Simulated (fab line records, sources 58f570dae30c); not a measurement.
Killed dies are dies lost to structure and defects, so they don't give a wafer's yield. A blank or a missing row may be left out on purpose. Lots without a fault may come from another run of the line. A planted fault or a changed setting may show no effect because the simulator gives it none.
Split-lot experiment | flow berkeley_cmos170 | 5 lots, 23 wafers read, on a route of 331 steps

THE SPLIT
At UCB170_ZERO_COAT_01 (resist thk 900 nm), the setting resist_thk_nm was moved away from the recipe's 900 nm on 7 of the 23 wafers read, by -2.1% to +5.4%. The other wafers ran this setting at the recipe's value.

The reading is taken at the split's own step.

THE READING
KrF_of_ZERO_COAT_01.thk_nm (the simulator's own value, which no gauge read), in nm, at UCB170_ZERO_COAT_01 (resist thk 900 nm). The file gives no usual value for it. The 16 wafers here that ran the recipe average 900.4 nm, standard deviation 1.4 nm.

wafer  | tool, chamber at the split | resist_thk_nm as run, nm | against the recipe | KrF_of_ZERO_COAT_01.thk_nm, nm | against lot-mates on the recipe
L077.1 | litho_track-04, 0          | 900                      | recipe             | 902                            | -
L077.3 | litho_track-04, 0          | 900                      | recipe             | 900                            | -
L077.4 | litho_track-04, 0          | 900                      | recipe             | 898.6                          | -
L077.5 | litho_track-04, 0          | 900                      | recipe             | 899                            | -
L077.6 | litho_track-04, 0          | 900                      | recipe             | 901                            | -
L078.1 | litho_track-04, 0          | 881                      | -2.1%              | 881                            | -19.1
L078.3 | litho_track-04, 0          | 900                      | recipe             | 902.6                          | -
L078.4 | litho_track-04, 0          | 881                      | -2.1%              | 879.7                          | -20.4
L078.5 | litho_track-04, 0          | 900                      | recipe             | 899.2                          | -
L078.6 | litho_track-04, 0          | 900                      | recipe             | 898.6                          | -
L079.1 | litho_track-03, 0          | 900                      | recipe             | 901.8                          | -
L079.2 | litho_track-03, 0          | 918.3                    | +2.0%              | 916.8                          | +15.5
L079.3 | litho_track-03, 0          | 918.3                    | +2.0%              | 915                            | +13.7
L079.4 | litho_track-03, 0          | 900                      | recipe             | 899.5                          | -
L079.5 | litho_track-03, 0          | 900                      | recipe             | 902.5                          | -
L081.1 | litho_track-04, 0          | 900                      | recipe             | 900.4                          | -
L081.3 | litho_track-04, 0          | 900                      | recipe             | 902.2                          | -
L081.6 | litho_track-04, 0          | 900                      | recipe             | 899.6                          | -
L083.1 | litho_track-04, 0          | 900                      | recipe             | 899.7                          | -
L083.3 | litho_track-04, 0          | 948.3                    | +5.4%              | 945.2                          | +45.8
L083.4 | litho_track-04, 0          | 948.3                    | +5.4%              | 946.5                          | +47.1
L083.5 | litho_track-04, 0          | 900                      | recipe             | 899.1                          | -
L083.6 | litho_track-04, 0          | 948.3                    | +5.4%              | 945.5                          | +46.1

THE FIT
A straight line over all 23 wafers: KrF_of_ZERO_COAT_01.thk_nm changes by +8.54 nm for each +1% of resist_thk_nm; r = +1.00; the points scatter about the line by 1.5 nm.
The same after taking each lot's own level away (the mean of its wafers on the recipe; 23 wafers): +8.64 nm for each +1%; r = +1.00; scatter 1.5 nm.
On that fit, the largest move of resist_thk_nm shifts the reading by 46 nm.
The lots' own levels span 899.40 to 901.27 nm, that is 1.3 times the standard deviation above.
So the lot-to-lot level changes the slope little: the two slopes agree.
Check: with one of the wafers moved furthest among these (+5.4%) left out of the fit, the line predicts +46.1 nm for it against its lot-mates. It came out at +45.8 nm against them.

THE WHOLE CHAIN: every reading that the file lists as answering this split, in the file's order
step                 | what it does      | reading                                                                     | change (the file's fit)              | r (the file's)
UCB170_ZERO_COAT_01  | resist thk 900 nm | KrF_of_ZERO_COAT_01.thk_nm (the simulator's own value, which no gauge read) | +8.57 nm for each +1% of the setting | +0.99
UCB170_ZERO_STRIP_07 | strips in O2      | strip_time_to_endpoint_s                                                    | withheld for each +1% of the setting | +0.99

THE FILE'S OWN FIT
KrF_of_ZERO_COAT_01.thk_nm changes by +8.57 nm for each +1% of resist_thk_nm, r = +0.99.
